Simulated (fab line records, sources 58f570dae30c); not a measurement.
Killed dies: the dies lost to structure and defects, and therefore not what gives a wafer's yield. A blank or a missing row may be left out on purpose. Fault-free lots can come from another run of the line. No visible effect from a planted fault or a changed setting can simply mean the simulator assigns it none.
Which tool was responsible? -- flow berkeley cmos170 -- 45 wafers from 15 lots sampled at 3 of the route's 331 steps

## WHAT EACH GAUGE READ, for each wafer
UCB170_NSD_CD_MEAS_06: target cd 1200 nm. Usual: cd nm 1199.8 nm, standard deviation 1.3.
lot,measured,on,cd nm (nm),flag
L511,day 6 06:49,cd sem-01,1199.7 1199.7 1200.0,
L513,day 6 17:47,cd sem-02,1202.4 1201.9 1201.7,
L516,day 7 20:53,cd sem-01,1198.9 1198.3 1198.6,
L518,day 7 21:30,cd sem-01,1199.4 1200.4 1200.3,
L523,day 9 10:27,cd sem-01,1200.9 1200.6 1202.4,
L527,day 9 19:28,cd sem-02,1198.8 1198.2 1198.3,
L526,day 10 04:07,cd sem-02,1198.9 1198.5 1198.5,
L528,day 10 20:29,cd sem-01,1200.1 1200.3 1198.1,
L530,day 10 21:30,cd sem-02,1199.6 1200.3 1199.7,
L532,day 10 21:45,cd sem-02,1199.8 1199.9 1199.5,
L534,day 11 14:07,cd sem-01,1197.5 1197.3 1196.5,
L533,day 11 13:58,cd sem-01,1200.9 1198.6 1199.8,

## TOOL THAT RAN EACH LOT (tool first, then ch and the chambers of the sampled wafers, then the start)
lot,UCB170_GATE_STRIP_16,UCB170_SPACER_ETCHBACK_03
L511,"plasma asher-01 ch 0,1, day 5 17:12","rie diel-04 ch 2,3, day 6 02:01"
L513,"plasma asher-02 ch 0,1, day 6 04:50","rie diel-03 ch 1,2, day 6 12:37"
L514,"plasma asher-02 ch 0,1, day 6 14:24","rie diel-02 ch 1,2,3, day 6 22:47"
L515,"plasma asher-04 ch 0,1, day 6 18:57","rie diel-03 ch 0,1, day 7 03:32"
L517,"plasma asher-02 ch 0,1, day 7 06:26","rie diel-04 ch 0,2,3, day 7 13:50"
L516,"plasma asher-04 ch 0,1, day 7 06:33","rie diel-03 ch 0,1,2, day 7 18:21"
L518,"plasma asher-02 ch 0,1, day 7 10:17","rie diel-02 ch 0,1, day 7 18:21"
L523,"plasma asher-01 ch 0,1, day 8 21:32","rie diel-04 ch 2,3, day 9 07:08"
L527,"plasma asher-01 ch 0,1, day 9 05:56","rie diel-03 ch 1,3, day 9 16:14"
L526,"plasma asher-02 ch 0,1, day 9 17:17","rie diel-04 ch 0,1,3, day 10 00:35"
L528,"plasma asher-02 ch 0,1, day 10 05:44","rie diel-04 ch 2,3, day 10 17:08"
L530,"plasma asher-04 ch 0,1, day 10 06:17","rie diel-04 ch 0,1,2, day 10 17:13"
L532,"plasma asher-02 ch 0,1, day 10 06:25","rie diel-03 ch 0,1,3, day 10 17:13"
L534,"plasma asher-01 ch 0,1, day 10 22:03","rie diel-03 ch 1,2,3, day 11 07:08"
L533,"plasma asher-02 ch 0,1, day 10 22:16","rie diel-03 ch 2,3, day 11 07:04"
- UCB170_GATE_STRIP_16: strips in O2.
- UCB170_SPACER_ETCHBACK_03: etches SiO2 in CHF3/CF4/Ar, stops on Si, target depth 376 nm, time 100 s.

## WHAT THE TOOLS THEMSELVES READ (means of the sampled wafers that have a number; where no wafer has one, the mark that the record gives instead)
UCB170_GATE_STRIP_16. Usual: drypump motor current A 5.6 A, standard deviation 0.42; oes product au 0.724 a.u., standard deviation 0.0041.
lot,tool,drypump motor current A (A),oes product au (a.u.),flag
L511,plasma asher-01,5.6,0.727,
L513,plasma asher-02,6.0,0.724,
L514,plasma asher-02,6.1,0.727,
L515,plasma asher-04,5.1,0.724,
L517,plasma asher-02,6.0,0.724,
L516,plasma asher-04,5.0,0.722,
L518,plasma asher-02,6.0,0.724,
L523,plasma asher-01,5.6,0.726,
L527,plasma asher-01,5.6,0.721,
L526,plasma asher-02,6.1,0.719,
L528,plasma asher-02,6.1,0.723,
L530,plasma asher-04,5.0,0.729,
L532,plasma asher-02,6.0,0.722,
L534,plasma asher-01,5.4,0.724,
L533,plasma asher-02,5.9,0.726,

UCB170_SPACER_ETCHBACK_03. Usual: CHF3_flow_sccm 50.01 sccm, standard deviation 0.17; cf4 flow sccm 10.00 sccm, standard deviation 0.031; drypump motor current A 5.9 A, standard deviation 0.31; oes product au 0.902 a.u., standard deviation 0.017; throttle valve pct 6.48 %, standard deviation 0.12.
lot,tool,CHF3_flow_sccm (sccm),cf4 flow sccm (sccm),drypump motor current A (A),oes product au (a.u.),throttle valve pct (%),flag
L511,rie diel-04,50.03,9.97,5.7,0.930,6.58,
L513,rie diel-03,49.95,10.01,6.0,0.900,6.44,
L514,rie diel-02,-,-,-,-,-,OFF
L515,rie diel-03,-,-,-,-,-,OFF
L517,rie diel-04,-,-,-,-,-,OFF
L516,rie diel-03,50.20,10.02,6.1,0.882,6.42,
L518,rie diel-02,49.80,10.02,5.6,0.895,6.56,
L523,rie diel-04,50.01,10.03,6.0,0.927,6.60,
L527,rie diel-03,49.90,10.00,6.0,0.884,6.42,
L526,rie diel-04,49.97,10.00,5.6,0.905,6.54,
L528,rie diel-04,50.25,9.97,5.7,0.923,6.58,
L530,rie diel-04,49.87,9.98,5.8,0.899,6.57,
L532,rie diel-03,49.92,10.00,6.1,0.901,6.43,
L534,rie diel-03,50.19,10.02,6.0,0.902,6.43,
L533,rie diel-03,49.99,9.99,6.0,0.903,6.36,

## THE ANSWER, worked out from the rows above alone
Rule: a lot counts as off when the mean over its wafers that have a number is more than 3 standard deviations away from the usual mean. Also off: a lot with no number at a reading for which 4 or more lots have one. The other lots that the step has rows for count as sound. The gauges are gone through in route order, then the tools' own readings, and for those a lot's mean is taken as printed above. At the first step where some lot is off, the reading lying furthest off is the one used; lots without a number count as furthest.
Off: L514, L515, L517, at UCB170_SPACER_ETCHBACK_03 (CHF3_flow_sccm). Without a number there: L514, L515, L517.
A tool fits if, at that step or a process step before it, it ran every lot that is off, and no sound lot after the first of them. Not one of the candidates tried fits.

## WHAT THE SIMULATOR HAD PUT IN
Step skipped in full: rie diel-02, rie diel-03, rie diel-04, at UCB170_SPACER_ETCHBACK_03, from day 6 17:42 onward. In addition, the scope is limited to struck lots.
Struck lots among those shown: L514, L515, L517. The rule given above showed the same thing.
